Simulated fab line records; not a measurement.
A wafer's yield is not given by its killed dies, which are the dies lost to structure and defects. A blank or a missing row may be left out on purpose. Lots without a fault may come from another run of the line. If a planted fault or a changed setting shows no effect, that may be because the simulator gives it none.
The tool behind it: which one? / flow rit cmos / 45 wafers sampled from 15 lots at 1 step of a route of 202

WHAT THE GAUGES READ, wafer by wafer
No reading from a measuring or inspecting step in the record can be judged against a usual standard deviation.

EACH LOT AND THE TOOL THAT RAN IT (in order: tool; ch and the chambers of the sampled wafers; start)
lot=L442; RIT_ACTIVE_EXPOSE_08=iline stepper-01 ch 0, day 1 14:13
lot=L443; RIT_ACTIVE_EXPOSE_08=iline stepper-01 ch 0, day 1 20:27
lot=L444; RIT_ACTIVE_EXPOSE_08=iline stepper-01 ch 0, day 2 02:55
lot=L445; RIT_ACTIVE_EXPOSE_08=iline stepper-01 ch 0, day 2 06:07
lot=L449; RIT_ACTIVE_EXPOSE_08=iline stepper-02, day 3 01:02
lot=L450; RIT_ACTIVE_EXPOSE_08=iline stepper-01, day 3 06:31
lot=L451; RIT_ACTIVE_EXPOSE_08=iline stepper-01, day 3 11:02
lot=L455; RIT_ACTIVE_EXPOSE_08=iline stepper-02 ch 0, day 4 07:04
lot=L456; RIT_ACTIVE_EXPOSE_08=iline stepper-02 ch 0, day 4 12:04
lot=L457; RIT_ACTIVE_EXPOSE_08=iline stepper-02 ch 0, day 4 17:05
lot=L459; RIT_ACTIVE_EXPOSE_08=iline stepper-02 ch 0, day 5 03:12
lot=L462; RIT_ACTIVE_EXPOSE_08=iline stepper-02 ch 0, day 5 18:10
lot=L463; RIT_ACTIVE_EXPOSE_08=iline stepper-02 ch 0, day 5 23:02
lot=L464; RIT_ACTIVE_EXPOSE_08=iline stepper-02 ch 0, day 6 04:02
lot=L465; RIT_ACTIVE_EXPOSE_08=iline stepper-02 ch 0, day 6 09:02
- RIT_ACTIVE_EXPOSE_08: exposes mask M1, target cd 1400 nm.

WHAT THE TOOLS THEMSELVES READ (means of the sampled wafers that have a number; where no wafer has one, the mark that the record gives instead)
RIT_ACTIVE_EXPOSE_08. Usual: exposure dose mJ cm2 224.95, standard deviation 0.27; focus offset nm 0.1 nm, standard deviation 0.55; stage vel mm s 499.96 mm/s, standard deviation 0.23.
lot=L442; tool=iline stepper-01; exposure dose mJ cm2=225.29; focus offset nm (nm)=0.8; stage vel mm s (mm/s)=500.14; flag=
lot=L443; tool=iline stepper-01; exposure dose mJ cm2=224.97; focus offset nm (nm)=0.9; stage vel mm s (mm/s)=499.64; flag=
lot=L444; tool=iline stepper-01; exposure dose mJ cm2=224.89; focus offset nm (nm)=-0.1; stage vel mm s (mm/s)=499.94; flag=
lot=L445; tool=iline stepper-01; exposure dose mJ cm2=225.14; focus offset nm (nm)=-1.0; stage vel mm s (mm/s)=500.08; flag=
lot=L449; tool=iline stepper-02; exposure dose mJ cm2=-; focus offset nm (nm)=-; stage vel mm s (mm/s)=-; flag=OFF
lot=L450; tool=iline stepper-01; exposure dose mJ cm2=-; focus offset nm (nm)=-; stage vel mm s (mm/s)=-; flag=OFF
lot=L451; tool=iline stepper-01; exposure dose mJ cm2=-; focus offset nm (nm)=-; stage vel mm s (mm/s)=-; flag=OFF
lot=L455; tool=iline stepper-02; exposure dose mJ cm2=224.84; focus offset nm (nm)=-0.0; stage vel mm s (mm/s)=499.76; flag=
lot=L456; tool=iline stepper-02; exposure dose mJ cm2=224.75; focus offset nm (nm)=-0.2; stage vel mm s (mm/s)=499.99; flag=
lot=L457; tool=iline stepper-02; exposure dose mJ cm2=224.86; focus offset nm (nm)=0.7; stage vel mm s (mm/s)=499.85; flag=
lot=L459; tool=iline stepper-02; exposure dose mJ cm2=224.75; focus offset nm (nm)=-0.2; stage vel mm s (mm/s)=500.16; flag=
lot=L462; tool=iline stepper-02; exposure dose mJ cm2=224.88; focus offset nm (nm)=0.4; stage vel mm s (mm/s)=500.11; flag=
lot=L463; tool=iline stepper-02; exposure dose mJ cm2=225.04; focus offset nm (nm)=0.5; stage vel mm s (mm/s)=500.18; flag=
lot=L464; tool=iline stepper-02; exposure dose mJ cm2=224.80; focus offset nm (nm)=0.4; stage vel mm s (mm/s)=499.95; flag=
lot=L465; tool=iline stepper-02; exposure dose mJ cm2=224.81; focus offset nm (nm)=-0.5; stage vel mm s (mm/s)=500.11; flag=

THE ANSWER, worked out from the rows above alone
Rule: a lot counts as off when the mean over its wafers that have a number is more than 3 standard deviations away from the usual mean. A lot without any number at a reading at which 4 lots or more have one is off too. The other lots that the step has rows for count as sound. The gauges are gone through in route order, then the tools' own readings, and for those a lot's mean is taken as printed above. The first step at which some lot is off is used, and at that step the reading that is off furthest; a lot without a number counts as furthest.
Off: L449, L450, L451, at RIT_ACTIVE_EXPOSE_08 (exposure dose mJ cm2). Without a number there: L449, L450, L451.
If a tool, at that step or one of the process steps before it, ran each lot that is off and ran no sound lot following the first of them, it fits. None of those tried fits.

WHAT THE SIMULATOR HAD INSERTED
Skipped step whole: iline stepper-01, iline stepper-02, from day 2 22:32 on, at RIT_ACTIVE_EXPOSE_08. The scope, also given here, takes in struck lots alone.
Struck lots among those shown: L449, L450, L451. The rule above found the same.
